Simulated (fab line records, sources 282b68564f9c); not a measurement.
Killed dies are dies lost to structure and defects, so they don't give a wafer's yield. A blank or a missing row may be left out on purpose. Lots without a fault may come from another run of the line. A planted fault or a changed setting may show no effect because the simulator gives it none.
Which tool did it? | flow rit_cmos | 13 lots, 39 wafers sampled, at 5 steps of a route of 202

WHAT THE GAUGES READ, wafer by wafer
RIT_NRETRO_TW_MEAS_10. Usual: NRETRO_TW 1050, standard deviation 7.5.
lot  | measured    | on            | NRETRO_TW         | flag
L179 | day 2 12:28 | film_metro-01 | 1049 1054 1044    |
L182 | day 3 04:41 | film_metro-03 | 1043 1039 1037    |
L183 | day 3 08:55 | film_metro-02 | 1043 1046 1047    |
L184 | day 3 14:20 | film_metro-01 | 1052 1059 1054    |
L185 | day 3 18:34 | film_metro-02 | 1044 1045 1047    |
L186 | day 3 22:23 | film_metro-03 | 1041 1042 1040    |
L188 | day 4 08:13 | film_metro-03 | 1046 1038 1047    |
L189 | day 4 14:42 | film_metro-03 | 1044 1039 1045    |
L191 | day 5 01:03 | film_metro-02 | 1054 1055 1057    |
L192 | day 5 05:26 | film_metro-02 | 1060 1050 1062    |
L193 | day 5 11:10 | film_metro-02 | 31 31 31 31 31 31 | OFF
L198 | day 6 11:23 | film_metro-03 | 1043 1041 1036    |
L201 | day 7 04:25 | film_metro-01 | 1061 1058 1058    |

RIT_CONTACT_CD_MEAS_08: target cd 1000 nm. Usual: cd_nm 999.5 nm, standard deviation 2.3.
lot  | measured    | on        | cd_nm (nm)           | flag
L179 | day 3 10:22 | cd_sem-01 | 1001.2 1000.5 998.7  |
L182 | day 4 01:56 | cd_sem-01 | 999.7 999.1 999.2    |
L183 | day 4 09:11 | cd_sem-01 | 997.5 998.8 999.6    |
L184 | day 4 11:44 | cd_sem-01 | 1000.3 1000.9 1000.9 |
L185 | day 4 16:33 | cd_sem-01 | 997.2 996.2 997.7    |
L186 | day 4 21:34 | cd_sem-01 | 1003.3 1004.7 1003.0 |
L188 | day 5 06:32 | cd_sem-01 | 998.2 998.5 996.5    |
L189 | day 5 15:43 | cd_sem-01 | 1001.9 1001.2 998.6  |
L191 | day 6 02:42 | cd_sem-01 | 1001.5 1002.0 1001.5 |
L192 | day 6 05:33 | cd_sem-01 | 996.5 996.9 996.7    |
L198 | day 7 10:32 | cd_sem-02 | 998.7 998.5 1000.4   |
L201 | day 8 04:40 | cd_sem-02 | 1002.5 1001.4 1000.2 |

RIT_M1_BOW_MEAS_16. Usual: M1_BOW 16 um, standard deviation 6.8.
lot  | measured    | on            | M1_BOW (um) | flag
L179 | day 3 15:34 | film_metro-01 | 16 21 12    |
L182 | day 4 06:59 | film_metro-01 | 8 8 13      |
L183 | day 4 14:28 | film_metro-01 | 6 11 11     |
L184 | day 4 20:00 | film_metro-02 | 19 13 8     |
L185 | day 4 21:52 | film_metro-03 | 15 21 14    |
L186 | day 5 02:49 | film_metro-01 | 14 20 7     |
L188 | day 5 11:55 | film_metro-01 | 13 20 17    |
L189 | day 5 21:01 | film_metro-01 | 21 8 29     |
L191 | day 6 07:56 | film_metro-02 | 21 36 27    |
L192 | day 6 10:51 | film_metro-01 | 19 6 26     |
L198 | day 7 15:52 | film_metro-03 | 14 14 17    |
L201 | day 8 10:47 | film_metro-03 | 19 9 18     |

WHICH TOOL RAN EACH LOT (tool, then ch and the chambers of the sampled wafers, then the start)
lot  | RIT_NWELL_STRIP_09                  | RIT_SILICIDE_SPUTTER_01
L179 | plasma_asher-01 ch 0,1, day 2 03:34 | pvd_sputter-03, day 3 08:37
L182 | plasma_asher-03 ch 0,1, day 2 18:56 | pvd_sputter-02, day 4 00:20
L183 | plasma_asher-01 ch 0,1, day 3 00:04 | pvd_sputter-03, day 4 07:34
L184 | plasma_asher-03 ch 0,1, day 3 05:16 | pvd_sputter-02, day 4 10:00
L185 | plasma_asher-04 ch 0,1, day 3 09:05 | pvd_sputter-03, day 4 14:47
L186 | plasma_asher-04 ch 0,1, day 3 13:38 | pvd_sputter-04, day 4 19:45
L188 | plasma_asher-04 ch 0,1, day 3 23:23 | pvd_sputter-04, day 5 04:53
L189 | plasma_asher-03 ch 0,1, day 4 05:13 | pvd_sputter-03, day 5 14:01
L191 | plasma_asher-01 ch 0,1, day 4 15:40 | pvd_sputter-02, day 6 00:59
L192 | plasma_asher-03 ch 0,1, day 4 20:35 | pvd_sputter-04, day 6 03:49
L193 | plasma_asher-01 ch 0,1, day 5 00:38 | -
L198 | plasma_asher-03 ch 0,1, day 6 02:29 | pvd_sputter-03, day 7 08:55
L201 | plasma_asher-04 ch 0,1, day 6 18:22 | pvd_sputter-02, day 8 03:04
- RIT_NWELL_STRIP_09: strips in O2, time 180 s.
- RIT_SILICIDE_SPUTTER_01: material Ti, target thk 30 nm, time 240 s.

WHAT THE TOOLS THEMSELVES READ (means of the sampled wafers that have a number; where no wafer has one, the mark that the record gives instead)
RIT_NWELL_STRIP_09. Usual: drypump_motor_current_A 5.9 A, standard deviation 0.54; run_length_s 208.2 s, standard deviation 0.46.
lot  | tool            | drypump_motor_current_A (A) | run_length_s (s) | flag
L179 | plasma_asher-01 | 6.2                         | 208.6            |
L182 | plasma_asher-03 | 5.7                         | 207.8            |
L183 | plasma_asher-01 | 6.4                         | 208.4            |
L184 | plasma_asher-03 | 5.8                         | 207.9            |
L185 | plasma_asher-04 | 5.5                         | 208.6            |
L186 | plasma_asher-04 | 5.7                         | 208.6            |
L188 | plasma_asher-04 | 5.4                         | 208.4            |
L189 | plasma_asher-03 | 5.4                         | 207.9            |
L191 | plasma_asher-01 | 6.4                         | 208.6            |
L192 | plasma_asher-03 | 5.8                         | 207.7            |
L193 | plasma_asher-01 | 6.4                         | 72.2             | OFF
L198 | plasma_asher-03 | 5.8                         | 207.7            |
L201 | plasma_asher-04 | 5.4                         | 208.4            |

RIT_SILICIDE_SPUTTER_01. Usual: throttle_valve_pct 30.0 %, standard deviation 0.88.
lot  | tool           | throttle_valve_pct (%) | flag
L179 | pvd_sputter-03 | 29.9                   |
L182 | pvd_sputter-02 | 29.1                   |
L183 | pvd_sputter-03 | 30.1                   |
L184 | pvd_sputter-02 | 29.8                   |
L185 | pvd_sputter-03 | 30.8                   |
L186 | pvd_sputter-04 | 29.7                   |
L188 | pvd_sputter-04 | 30.0                   |
L189 | pvd_sputter-03 | 29.8                   |
L191 | pvd_sputter-02 | 29.4                   |
L192 | pvd_sputter-04 | 30.1                   |
L198 | pvd_sputter-03 | 30.3                   |
L201 | pvd_sputter-02 | 29.7                   |

THE ANSWER, worked out from the rows above alone
Rule: a lot is off if the mean of its wafers that have a number lies more than 3 standard deviations from the usual mean. A lot without any number at a reading at which 4 lots or more have one is off too. The other lots that the step has rows for count as sound. The gauges are gone through in route order, then the tools' own readings, and for those a lot's mean is taken as printed above. The first step at which some lot is off is used, and at that step the reading that is off furthest; a lot without a number counts as furthest.
Off: L193, at RIT_NRETRO_TW_MEAS_10 (NRETRO_TW).
A tool fits if, at a process step before that reading, it ran every lot that is off, and no sound lot after the first of them. The gauges at RIT_NRETRO_TW_MEAS_10 aren't tried: what is off there is off at RIT_NWELL_STRIP_09 too, on other tools, and a gauge's error can't cause that. One fits: plasma_asher-01 at RIT_NWELL_STRIP_09. Its last sound lot is L191 (day 4 15:40), its first lot that is off L193 (day 5 00:38): a fault that began between those two fits.
The tool's own readings at RIT_NWELL_STRIP_09 bear it out: on the lots that are off they differ by more than 5 times the standard deviation of the sound lots' means. run_length_s reads 72.2 s there against 208.2 s on the sound lots.

WHAT THE SIMULATOR HAD PUT IN
Strip aborted: plasma_asher-01, from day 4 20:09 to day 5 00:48, at RIT_NWELL_STRIP_09. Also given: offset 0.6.
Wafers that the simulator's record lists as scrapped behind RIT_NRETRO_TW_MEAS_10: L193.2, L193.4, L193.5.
Lots struck among those shown: L193. The rule above found the same.
